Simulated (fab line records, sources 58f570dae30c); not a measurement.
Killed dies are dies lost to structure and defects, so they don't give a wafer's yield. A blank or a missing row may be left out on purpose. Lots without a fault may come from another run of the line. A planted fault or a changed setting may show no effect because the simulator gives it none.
One fault seen from 2 desks | flow berkeley_cmos170 | each desk has only its own numbers; what lay behind them comes last

THE TOOL OWNER'S DESK: rie_diel-04
The tool's own readings at UCB170_V2_ETCH_14 (etches SiO2 in CHF3/CF4/Ar, stops on Al, target depth 1250 nm, time 291 s): means of the sampled wafers that have a number, for each lot that ran on this tool. A lot is out of limits, marked OUT, if its mean lies more than 4 standard deviations from the usual mean; the brackets give that distance.
Columns: A = drypump_motor_current_A at UCB170_V2_ETCH_14, usual 5.6 A; B = oes_product_au at UCB170_V2_ETCH_14, usual 0.872 a.u.; C = throttle_valve_pct at UCB170_V2_ETCH_14, usual 6.95 %
lot  | first seen here | A   | B     | C
L110 | day 8 08:13     | 5.1 | 0.880 | 6.97
L119 | day 9 12:11     | 5.1 | 0.882 | 7.11
L126 | day 11 09:02    | 5.3 | 0.875 | 7.04
L127 | day 11 18:39    | 5.1 | 0.884 | 7.02
This desk's finding: nothing out of limits on any of the 4 lots.

THE METROLOGY DESK
What the gauges read, lot by lot, whatever tool the lot ran on: means of the sampled wafers that have a number. A lot is out of limits, marked OUT, if its mean lies more than 4 standard deviations from the usual mean; the brackets give that distance.
Columns: A = cd_nm at UCB170_M3_CD_MEAS_15, usual 699.9 nm; B = M3_OVL at UCB170_M3_OVL_MEAS_16, usual -2 nm
lot  | first seen here | A     | B
L108 | day 7 06:04     | 699.8 | 0
L111 | day 8 11:38     | 701.4 | 6
L110 | day 8 11:45     | 700.8 | -4
L113 | day 8 11:56     | 699.9 | -10
L112 | day 8 12:11     | 698.4 | -5
L115 | day 8 16:17     | 697.5 | 2
L117 | day 9 04:05     | 700.2 | -10
L118 | day 9 07:08     | 698.1 | 1
L119 | day 9 14:56     | 699.8 | 1
L124 | day 11 05:35    | 700.9 | -6
L125 | day 11 05:50    | 701.6 | -1
L126 | day 11 11:29    | 701.5 | -5
L127 | day 11 21:23    | 701.2 | -2
L128 | day 11 21:53    | 701.1 | 4
This desk's finding: nothing out of limits on any of the 14 lots.

PUT TOGETHER
The tool owner's desk saw nothing out of limits.
The metrology desk saw nothing out of limits.

WHAT THE SIMULATOR HAD PUT IN
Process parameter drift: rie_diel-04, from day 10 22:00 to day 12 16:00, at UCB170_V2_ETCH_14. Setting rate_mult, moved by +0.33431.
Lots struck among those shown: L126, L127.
